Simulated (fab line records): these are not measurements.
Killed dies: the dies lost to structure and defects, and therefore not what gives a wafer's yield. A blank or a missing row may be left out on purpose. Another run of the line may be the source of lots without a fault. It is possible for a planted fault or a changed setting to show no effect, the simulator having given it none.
Which of the tools did it? -- flow rit cmos -- 42 wafers from 14 lots sampled at 6 of the route's 202 steps

== WHAT THE GAUGES READ, wafer by wafer ==
RIT_ACTIVE_THK_MEAS_04. Usual: ACTIVE_NITRIDE_THK typically reads 149.5 nm, with standard deviation 1.6.
lot,measured,on,ACTIVE_NITRIDE_THK (nm),flag
L636,day 1 14:31,film metro-01,149.0 147.5 147.6,
L637,day 1 21:46,film metro-02,149.4 148.9 150.7,
L638,day 2 02:51,film metro-02,151.6 150.3 150.2,
L639,day 2 06:30,film metro-04,152.1 151.2 151.2,
L640,day 2 12:23,film metro-01,147.3 149.5 149.6,
L642,day 2 21:46,film metro-04,150.2 149.6 149.3,
L650,day 4 12:34,film metro-04,146.7 147.5 148.7,
L651,day 4 16:32,film metro-02,149.5 149.0 148.8,
L652,day 4 21:32,film metro-04,149.2 149.2 149.0,
L654,day 5 08:23,film metro-01,150.8 151.0 150.2,
L655,day 5 13:36,film metro-02,147.3 148.3 147.8,
L657,day 6 01:55,film metro-01,148.5 149.8 148.1,
L658,day 6 04:06,film metro-01,147.6 149.6 149.4,
L659,day 6 09:37,film metro-01,150.5 148.8 150.1,

RIT_FOX1_THK_MEAS_01. Usual: FOX1_OXIDE_THK typically reads 351 nm, with standard deviation 7.4.
lot,measured,on,FOX1_OXIDE_THK (nm),flag
L636,day 1 21:35,film metro-04,367 358 359,
L637,day 2 02:07,film metro-04,354 359 352,
L638,day 2 06:56,film metro-03,351 352 344,
L639,day 2 11:50,film metro-03,353 358 354,
L640,day 2 16:23,film metro-03,344 354 352,
L642,day 3 02:32,film metro-03,356 354 353,
L650,day 4 16:31,film metro-01,337 343 342,
L651,day 4 21:22,film metro-03,346 351 350,
L652,day 5 03:28,film metro-04,344 353 340,
L654,day 5 13:28,film metro-01,343 342 345,
L655,day 5 20:34,film metro-01,356 356 349,
L657,day 6 05:49,film metro-03,355 352 363,
L658,day 6 08:43,film metro-03,360 359 362,
L659,day 6 15:31,film metro-03,349 347 350,

RIT_GATE_CD_MEAS_90: the cd target is 150 nm. Usual: cd nm reads 151 nm (standard deviation 3.1).
lot,measured,on,cd nm (nm),flag
L636,day 3 00:58,cd sem-02,145 146 148,
L637,day 3 04:24,cd sem-01,155 155 154,
L638,day 3 13:23,cd sem-02,149 151 150,
L639,day 3 14:17,cd sem-01,150 148 152,
L640,day 3 15:53,cd sem-02,152 154 152,
L642,day 4 03:02,cd sem-01,154 155 153,
L650,day 5 16:56,cd sem-02,147 149 148,
L651,day 6 00:07,cd sem-01,156 159 157,
L652,day 6 08:01,cd sem-01,151 150 153,
L654,day 6 18:31,cd sem-01,150 151 152,
L655,day 6 20:55,cd sem-01,147 148 149,
L657,day 7 05:41,cd sem-01,147 148 148,
L658,day 7 09:28,cd sem-01,147 149 149,
L659,day 7 17:59,cd sem-02,149 145 146,

RIT_NSD_TW_MEAS_10. Usual: NSD_TW typically reads 3121, with standard deviation 25.
lot,measured,on,NSD_TW,flag
L636,day 3 12:01,film metro-01,3137 3137 3133,
L637,day 3 18:28,film metro-01,3121 3124 3122,
L638,day 3 23:41,film metro-02,2855 2844 2850,OFF
L639,day 4 02:55,film metro-04,3088 3096 3099,
L640,day 4 03:09,film metro-02,2848 2851 2859,OFF
L642,day 4 14:14,film metro-01,3138 3150 3154,
L650,day 6 06:31,film metro-01,3152 3151 3155,
L651,day 6 11:44,film metro-01,3158 3141 3153,
L652,day 6 19:20,film metro-02,3123 3104 3104,
L654,day 7 05:26,film metro-04,3094 3107 3111,
L655,day 7 07:41,film metro-02,3123 3115 3104,
L657,day 7 16:21,film metro-02,3131 3137 3139,
L658,day 7 21:33,film metro-01,3109 3150 3133,
L659,day 8 04:01,film metro-02,3112 3119 3110,

RIT_SDANNEAL_RS_MEAS_05: measures by four-point-probe. Usual: NSD_RS typically reads 84.4 ohm/sq, with standard deviation 0.31.
lot,measured,on,NSD_RS (ohm/sq),flag
L636,day 3 14:13,film metro-02,84.4 84.1 84.3,
L637,day 3 20:46,film metro-04,84.8 84.6 85.1,
L638,day 4 01:58,film metro-01,87.7 87.6 87.9,OFF
L639,day 4 05:05,film metro-04,84.4 84.5 84.5,
L640,day 4 05:40,film metro-02,87.7 87.6 87.4,OFF
L642,day 4 16:27,film metro-04,84.0 84.0 84.2,
L650,day 6 08:34,film metro-04,84.1 84.2 84.0,
L651,day 6 13:46,film metro-01,84.9 84.7 84.9,
L652,day 6 21:39,film metro-02,84.3 84.6 84.5,
L654,day 7 07:39,film metro-04,84.2 83.8 84.3,
L655,day 7 09:50,film metro-02,84.6 84.5 84.6,
L657,day 7 18:41,film metro-01,84.6 84.3 84.2,
L658,day 7 23:35,film metro-02,84.4 84.4 84.1,
L659,day 8 06:03,film metro-01,85.1 84.9 85.0,

== WHICH TOOL RAN EACH LOT (tool, then ch and the chambers of the sampled wafers, then the start) ==
lot,RIT_NSD_IMPLANT_08
L636,"implanter-02 ch 0, day 3 11:43"
L637,"implanter-02 ch 0, day 3 18:09"
L638,"implanter-02 ch 0, day 3 23:21"
L639,"implanter-03 ch 0, day 4 02:37"
L640,"implanter-02 ch 0, day 4 02:50"
L642,"implanter-04 ch 0, day 4 13:55"
L650,"implanter-03 ch 0, day 6 06:13"
L651,"implanter-04 ch 0, day 6 11:25"
L652,"implanter-04 ch 0, day 6 19:01"
L654,"implanter-03 ch 0, day 7 05:08"
L655,"implanter-04 ch 0, day 7 07:22"
L657,"implanter-03 ch 0, day 7 16:02"
L658,"implanter-03 ch 0, day 7 21:15"
L659,"implanter-04 ch 0, day 8 03:42"
- RIT_NSD_IMPLANT_08

== AS READ BY THE TOOLS THEMSELVES (means over the sampled wafers that have a number; for cases with no such wafer, the mark the record gives instead) ==
RIT_NSD_IMPLANT_08. Usual: beam energy keV reads 24.999 (standard deviation 0.0078).
lot,tool,beam energy keV,flag
L636,implanter-02,24.994,
L637,implanter-02,24.991,
L638,implanter-02,17.502,OFF
L639,implanter-03,24.995,
L640,implanter-02,17.507,OFF
L642,implanter-04,25.004,
L650,implanter-03,24.991,
L651,implanter-04,25.006,
L652,implanter-04,25.007,
L654,implanter-03,25.003,
L655,implanter-04,24.991,
L657,implanter-03,24.997,
L658,implanter-03,24.999,
L659,implanter-04,25.005,

== THE ANSWER, worked out from the rows above alone ==
Rule: take the mean of a lot's wafers that have a number; if it is more than 3 standard deviations from the usual mean, the lot is off. A lot without any number at a reading at which 4 lots or more have one is off too. Where the step has rows for the other lots, those lots are counted as sound. First the gauges in route order, then the tools' own readings, where a lot's mean is used as printed above. The first step at which some lot is off is used, and at that step the reading that is off furthest; a lot without a number counts as furthest.
Off: at RIT_NSD_TW_MEAS_10 (NSD_TW), L638, L640.
If a tool, at a process step before that reading, ran all the lots that are off and no sound lot after the first of them, it fits. Not tried: the gauges at RIT_NSD_TW_MEAS_10; whatever is off there is also off at RIT_NSD_IMPLANT_08, on other tools, and gauge error can't account for it. One fits: implanter-02 at RIT_NSD_IMPLANT_08. A fault onset in the window from L637 (day 3 18:09, its last sound lot) to L638 (day 3 23:21, its first lot off) fits.
On the lots that are off, the tool's own readings at RIT_NSD_IMPLANT_08 differ by more than 5 times the standard deviation of the sound lots' means, which bears it out; beam energy keV reads 17.505 there versus 24.999 on the sound lots.

== WHAT THE SIMULATOR HAD PUT IN ==
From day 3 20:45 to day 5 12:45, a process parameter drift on implanter-02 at RIT_NSD_IMPLANT_08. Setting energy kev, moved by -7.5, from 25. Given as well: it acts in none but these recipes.
Struck lots among those shown: L638, L640. The rule above reached the same finding.
